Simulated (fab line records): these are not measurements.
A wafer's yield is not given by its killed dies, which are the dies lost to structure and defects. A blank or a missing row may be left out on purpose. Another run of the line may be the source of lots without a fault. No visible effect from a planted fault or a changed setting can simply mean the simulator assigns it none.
2 desks looking at one fault / flow ritCmos / each desk holds nothing but its own numbers, with what lay behind them at the end

## THE METROLOGY DESK
Lot by lot, what the gauges showed, no matter which tool ran the lot: averages of those sampled wafers that carry a number. A lot is out of limits, marked OUT, if its mean lies more than 4 standard deviations from the usual mean; the brackets give that distance.
Columns: A = PLDD_OVL at RIT_PLDD_OVL_MEAS_06, usual 1.1 nm; B = NSD_TW at RIT_NSD_TW_MEAS_10, usual 3098
lot=L480; first seen here=day 3 02:16; A=1.1; B=3081
lot=L482; first seen here=day 3 09:41; A=2.7; B=3123
lot=L483; first seen here=day 3 15:11; A=-0.9; B=3085
lot=L485; first seen here=day 4 00:35; A=-0.8; B=3144
lot=L486; first seen here=day 4 05:50; A=3.3; B=3064
lot=L487; first seen here=day 4 12:28; A=2.0; B=3145
lot=L488; first seen here=day 4 16:42; A=3.3; B=3091
lot=L489; first seen here=day 4 20:44; A=1.1; B=3092
lot=L490; first seen here=day 5 02:13; A=1.3; B=3074
lot=L494; first seen here=day 6 02:16; A=0.3; B=3072
lot=L495; first seen here=day 6 02:51; A=0.4; B=3139
lot=L497; first seen here=day 6 18:59; A=1.7; B=3064
lot=L499; first seen here=day 7 03:14; A=0.3; B=3093
lot=L501; first seen here=day 7 08:12; A=2.3; B=3080
This desk's verdict: no lot among the 14 shows anything out of limits.

## AT THE TOOL OWNER'S DESK: plasmaAsher-04
The tool's own readings at RIT_GATE_STRIP_20 (strips in O2, time 180 s): means of the sampled wafers that have a number, for each lot that ran on this tool. A lot is out of limits, marked OUT, if its mean lies more than 4 standard deviations from the usual mean; the brackets give that distance.
Columns: A = drypumpMotorCurrentA at RIT_GATE_STRIP_20, usual 5.6 A
lot=L485; first seen here=day 3 18:47; A=5.3
lot=L487; first seen here=day 4 06:37; A=5.3
lot=L489; first seen here=day 4 15:08; A=5.3
lot=L494; first seen here=day 5 20:00; A=5.1
lot=L497; first seen here=day 6 13:17; A=4.9
lot=L499; first seen here=day 6 21:29; A=5.1
This desk's verdict: no lot among the 6 shows anything out of limits.

## PUT TOGETHER
From the metrology desk's view, nothing was out of limits.
The tool owner's desk saw nothing out of limits.

## WHAT THE SIMULATOR HAD INSERTED
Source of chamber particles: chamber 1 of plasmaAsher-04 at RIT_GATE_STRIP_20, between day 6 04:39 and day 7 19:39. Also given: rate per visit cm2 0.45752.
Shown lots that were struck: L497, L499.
